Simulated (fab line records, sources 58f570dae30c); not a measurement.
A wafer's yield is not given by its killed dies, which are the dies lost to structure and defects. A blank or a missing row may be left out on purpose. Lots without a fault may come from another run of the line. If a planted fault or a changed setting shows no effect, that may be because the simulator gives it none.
What tool caused it? + flow berkeley_cmos170 + Sampling: 14 lots, 42 wafers, 3 of 331 route steps

WHAT THE GAUGES SHOWED, per wafer
UCB170_NWELL_THK_MEAS_02. Usual: NWELL_OXIDE_THK gives 26.2 nm (standard deviation 0.65).
| lot  | measured    | on            | NWELL_OXIDE_THK (nm) | flag |
|------|-------------|---------------|----------------------|------|
| L596 | day 2 05:14 | film_metro-01 | 25.8 25.4 25.7       |      |
| L597 | day 2 05:17 | film_metro-03 | 26.0 25.6 25.6       |      |
| L598 | day 2 14:56 | film_metro-04 | 26.1 26.3 25.9       |      |
| L599 | day 2 14:56 | film_metro-03 | 26.1 26.2 26.2       |      |
| L600 | day 3 01:38 | film_metro-04 | 26.1 26.1 26.4       |      |
| L601 | day 3 01:38 | film_metro-03 | 25.8 26.0 25.9       |      |
| L602 | day 3 10:14 | film_metro-03 | 25.4 25.9 26.0       |      |
| L604 | day 3 23:29 | film_metro-04 | 27.2 27.4 27.0       |      |
| L605 | day 3 23:29 | film_metro-01 | 27.0 26.7 27.6       |      |
| L606 | day 4 08:25 | film_metro-01 | 26.7 26.9 26.4       |      |
| L607 | day 4 08:25 | film_metro-03 | 26.5 26.1 26.5       |      |
| L610 | day 4 20:35 | film_metro-03 | 25.7 26.2 26.1       |      |
| L613 | day 5 15:32 | film_metro-01 | 26.3 26.0 26.0       |      |
| L618 | day 6 18:21 | film_metro-01 | 25.7 25.7 25.9       |      |

UCB170_PSD_OVL_MEAS_07. Usual: PSD_OVL gives -3 nm (standard deviation 4.7).
| lot  | measured     | on         | PSD_OVL (nm) | flag |
|------|--------------|------------|--------------|------|
| L596 | day 7 22:51  | overlay-02 | 2 -3 4       |      |
| L597 | day 7 23:05  | overlay-01 | -7 4 0       |      |
| L598 | day 8 08:45  | overlay-01 | -4 -2 -8     |      |
| L599 | day 8 08:41  | overlay-02 | 1 0 -8       |      |
| L600 | day 8 16:49  | overlay-02 | 0 -1 -3      |      |
| L601 | day 8 17:04  | overlay-01 | -4 -4 2      |      |
| L602 | day 9 18:07  | overlay-02 | -5 -3 -3     |      |
| L604 | day 9 18:40  | overlay-01 | -9 -15 -8    |      |
| L605 | day 9 18:25  | overlay-02 | -1 1 0       |      |
| L606 | day 10 05:11 | overlay-02 | -3 5 12      |      |
| L607 | day 10 04:50 | overlay-02 | 0 -1 -2      |      |
| L610 | day 10 22:37 | overlay-02 | -5 -7 -4     |      |
| L613 | day 11 11:07 | overlay-01 | 247 255 252  | OFF  |
| L618 | day 12 23:56 | overlay-02 | 243 246 245  | OFF  |

EACH LOT AND THE TOOL THAT RAN IT (in order: tool; ch and the chambers of the sampled wafers; start)
| lot  | UCB170_PSD_EXPOSE_03              |
|------|-----------------------------------|
| L596 | krf_scanner-02 ch 0, day 7 22:01  |
| L597 | krf_scanner-01 ch 0, day 7 22:17  |
| L598 | krf_scanner-02 ch 0, day 8 08:08  |
| L599 | krf_scanner-01 ch 0, day 8 07:50  |
| L600 | krf_scanner-01 ch 0, day 8 16:18  |
| L601 | krf_scanner-02 ch 0, day 8 16:34  |
| L602 | krf_scanner-01 ch 0, day 9 17:37  |
| L604 | krf_scanner-01 ch 0, day 9 18:09  |
| L605 | krf_scanner-02 ch 0, day 9 17:55  |
| L606 | krf_scanner-01 ch 0, day 10 04:34 |
| L607 | krf_scanner-02 ch 0, day 10 04:20 |
| L610 | krf_scanner-01 ch 0, day 10 21:26 |
| L613 | krf_scanner-01 ch 0, day 11 10:27 |
| L618 | krf_scanner-01 ch 0, day 12 23:25 |
- UCB170_PSD_EXPOSE_03: exposes mask PSELECT MOD, target cd 1200 nm.

AS READ BY THE TOOLS THEMSELVES (means over the sampled wafers that have a number; for cases with no such wafer, the mark the record gives instead)
UCB170_PSD_EXPOSE_03. Usual: focus_offset_nm 0.0 nm, standard deviation 0.5.
| lot  | tool           | focus_offset_nm (nm) | flag |
|------|----------------|----------------------|------|
| L596 | krf_scanner-02 | 0.4                  |      |
| L597 | krf_scanner-01 | -0.0                 |      |
| L598 | krf_scanner-02 | -0.7                 |      |
| L599 | krf_scanner-01 | -0.4                 |      |
| L600 | krf_scanner-01 | 0.5                  |      |
| L601 | krf_scanner-02 | 0.0                  |      |
| L602 | krf_scanner-01 | -0.8                 |      |
| L604 | krf_scanner-01 | -0.3                 |      |
| L605 | krf_scanner-02 | -0.3                 |      |
| L606 | krf_scanner-01 | -0.2                 |      |
| L607 | krf_scanner-02 | -0.1                 |      |
| L610 | krf_scanner-01 | 0.0                  |      |
| L613 | krf_scanner-01 | -0.1                 |      |
| L618 | krf_scanner-01 | -0.0                 |      |

THE ANSWER, worked out from the rows above alone
Rule: take the mean of a lot's wafers that have a number; if it is more than 3 standard deviations from the usual mean, the lot is off. Also off: a lot with no number at a reading for which 4 or more lots have one. All remaining lots with rows at the step are treated as sound. The gauges are gone through in route order, then the tools' own readings, and for those a lot's mean is taken as printed above. At the first step where some lot is off, the reading lying furthest off is the one used; lots without a number count as furthest.
Off: at UCB170_PSD_OVL_MEAS_07 (PSD_OVL), L613, L618.
If a tool, at a process step before that reading, ran all the lots that are off and no sound lot after the first of them, it fits. Those tools and the gauges at UCB170_PSD_OVL_MEAS_07 are tried in the same way. One fits: krf_scanner-01 at UCB170_PSD_EXPOSE_03. Its last sound lot is L610 (day 10 21:26), its first lot that is off L613 (day 11 10:27): a fault that began between those two fits.

WHAT THE SIMULATOR HAD INSERTED
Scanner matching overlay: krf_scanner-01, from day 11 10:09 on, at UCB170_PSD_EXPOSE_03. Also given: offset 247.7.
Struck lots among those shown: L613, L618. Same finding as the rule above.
